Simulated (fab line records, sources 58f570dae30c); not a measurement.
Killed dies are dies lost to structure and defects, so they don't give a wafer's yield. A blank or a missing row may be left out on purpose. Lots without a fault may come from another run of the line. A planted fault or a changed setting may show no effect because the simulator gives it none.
Tool commonality check | flow berkeley_cmos170 | 11 lots, 33 wafers sampled

WHY IT WAS OPENED
At UCB170_ACTIVE_THK_MEAS_03 the reading ACTIVE_OXIDE_THK is flagged on 2 of 11 lots. Wafers without a fault read 26.6 nm, standard deviation 0.6.
Rule: a lot is flagged when every wafer of it that has a number lies more than 4 standard deviations from that mean, or none has a number. The other lots count as sound.

lot  | measured    | on            | ACTIVE_OXIDE_THK (nm), wafer by wafer | flag
L239 | day 4 08:53 | film_metro-03 | 26.3 26.8 26.2                        |
L240 | day 4 08:53 | film_metro-02 | 26.2 26.0 26.5                        |
L242 | day 4 15:56 | film_metro-03 | 25.4 25.7 25.9                        |
L243 | day 4 15:56 | film_metro-01 | 25.0 24.9 24.9                        |
L241 | day 4 15:56 | film_metro-02 | 26.2 26.0 25.5                        |
L245 | day 5 00:43 | film_metro-03 | 26.3 26.8 26.3                        |
L244 | day 5 00:44 | film_metro-02 | 25.8 26.4 26.0                        |
L246 | day 5 11:10 | film_metro-03 | 26.1 26.0 26.0                        |
L256 | day 7 08:40 | film_metro-02 | 30.5 29.7 30.4                        | FLAGGED
L257 | day 7 14:22 | film_metro-02 | 30.4 30.0 30.1                        | FLAGGED
L261 | day 8 19:34 | film_metro-01 | 27.4 27.3 27.2                        |
The numbers of the flagged lots are 30.2 nm on average: +3.6 nm against the usual, or +6 standard deviations.

WHICH TOOL RAN EACH LOT
The record holds 1 process step before the reading, out of a route of 331 steps. In each cell: the tool, then ch and the chambers that the sampled wafers went through, then the start.
lot  | flag    | UCB170_ZERO_ETCH_06
L239 |         | rie_diel-04 ch 0,2,3, day 1 17:39
L240 |         | rie_diel-01 ch 0,2,3, day 2 00:30
L242 |         | rie_diel-02 ch 0,1,2, day 2 12:03
L243 |         | rie_diel-01 ch 0,2, day 2 11:46
L241 |         | rie_diel-02 ch 1,2, day 2 04:28
L245 |         | rie_diel-04 ch 0,1,2, day 3 01:51
L244 |         | rie_diel-02 ch 0,3, day 2 21:50
L246 |         | rie_diel-02 ch 1,2,3, day 3 05:09
L256 | FLAGGED | rie_diel-04 ch 0,1,2, day 5 08:53
L257 | FLAGGED | rie_diel-01 ch 0,3, day 5 11:59
L261 |         | rie_diel-02 ch 0,2, day 6 12:58
What these steps do:
- UCB170_ZERO_ETCH_06: etches SiO2 in CHF3/CF4/Ar, time 12 s.
- UCB170_ACTIVE_THK_MEAS_03

FLAGGED OVER TOTAL, TOOL BY TOOL (the gauges that took the reading come last)
step                      | tool          | lots run | flagged | share of the flagged lots | sound lots run after its first flagged lot
UCB170_ZERO_ETCH_06       | rie_diel-01   | 3        | 1       | some                      | 0
UCB170_ZERO_ETCH_06       | rie_diel-02   | 5        | 0       | none                      | -
UCB170_ZERO_ETCH_06       | rie_diel-04   | 3        | 1       | some                      | 0
UCB170_ACTIVE_THK_MEAS_03 | film_metro-01 | 2        | 0       | none                      | -
UCB170_ACTIVE_THK_MEAS_03 | film_metro-02 | 5        | 2       | all                       | 0
UCB170_ACTIVE_THK_MEAS_03 | film_metro-03 | 4        | 0       | none                      | -

WHAT THE TABLE ALLOWS
1 row of the table ran every flagged lot: film_metro-02 at UCB170_ACTIVE_THK_MEAS_03.
- film_metro-02 at UCB170_ACTIVE_THK_MEAS_03: 2 of its 5 lots flagged. Its last sound lot is L244 (day 5 00:44), its first flagged lot L256 (day 7 08:40): a fault that began between those two fits.
One tool is left: film_metro-02 at UCB170_ACTIVE_THK_MEAS_03.

WHAT THE SIMULATOR HAD PUT IN
Metrology matching offset: film_metro-02, from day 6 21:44 on, at UCB170_ACTIVE_THK_MEAS_03. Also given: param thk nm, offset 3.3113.
Lots struck among those shown: L256, L257. The rule above found the same.
